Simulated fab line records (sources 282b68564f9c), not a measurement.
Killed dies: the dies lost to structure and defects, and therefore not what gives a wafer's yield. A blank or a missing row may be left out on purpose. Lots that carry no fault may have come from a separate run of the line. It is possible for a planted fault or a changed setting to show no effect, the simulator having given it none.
What tool caused it?    flow rit_cmos    Sampling: 7 lots, 21 wafers, 2 of 202 route steps

WHAT THE GAUGES SHOWED, per wafer
RIT_PWELL_OVL_MEAS_06.
lot   measured     on          PWELL_OVL (nm)
L853  day 2 03:50  overlay-02  -0.1 0.3 0.6
L856  day 2 19:20  overlay-01  -1.1 0.0 -0.4
L860  day 3 15:32  overlay-02  239.4 238.8 239.5 239.7 239.4 240.5
L864  day 4 11:07  overlay-01  239.3 241.3 239.5 240.1 242.2 240.5
L867  day 5 02:26  overlay-02  -1.0 -2.0 -2.6
L873  day 6 09:25  overlay-02  0.1 1.6 2.2
L875  day 6 17:50  overlay-02  -1.1 -0.7 -0.9

TOOL THAT RAN EACH LOT (tool first, then ch and the chambers of the sampled wafers, then the start)
lot   RIT_PWELL_EXPOSE_03
L853  iline_stepper-01 ch 0, day 2 03:24
L856  iline_stepper-02 ch 0, day 2 18:55
L860  iline_stepper-01 ch 0, day 3 15:07
L864  iline_stepper-01 ch 0, day 4 10:43
L867  iline_stepper-02 ch 0, day 5 02:00
L873  iline_stepper-02 ch 0, day 6 09:00
L875  iline_stepper-02 ch 0, day 6 17:26
- RIT_PWELL_EXPOSE_03: exposes mask M3, target cd 43700 nm.

THE ANSWER, worked out from the rows above alone
Rule: usual is defined by the lots themselves. Put in order of their means at a reading, lots are off if they are a third of the lots or fewer, leave a main group of 4 or more, and stand apart from it by a gap of 3 or more times the standard deviation of the main group's means; of several such gaps the widest counts. Not used: any main group whose means are identical at the precision the tables above print for the reading. Also off: a lot with no number at a reading for which 4 or more lots have one. Where the step has rows for the other lots, those lots are counted as sound.
Off: L860, L864, seen at RIT_PWELL_OVL_MEAS_06 (PWELL_OVL). Mean -0.3 nm and standard deviation 1.1 in the main group.
A tool fits if, at a process step before that reading, it ran every lot that is off, and no sound lot after the first of them. Those tools and the gauges at RIT_PWELL_OVL_MEAS_06 are tried in the same way. One fits: iline_stepper-01 at RIT_PWELL_EXPOSE_03. Its last sound lot is L853 (day 2 03:24), its first lot that is off L860 (day 3 15:07): a fault that began between those two fits.

WHAT THE SIMULATOR PUT IN
Scanner matching overlay: iline_stepper-01, from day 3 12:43 on, at RIT_PWELL_EXPOSE_03. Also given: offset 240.
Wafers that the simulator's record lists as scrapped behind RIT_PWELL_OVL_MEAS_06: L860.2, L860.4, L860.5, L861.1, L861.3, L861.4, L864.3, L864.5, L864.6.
Lots struck among those shown: L860, L864. The rule given above showed the same thing.
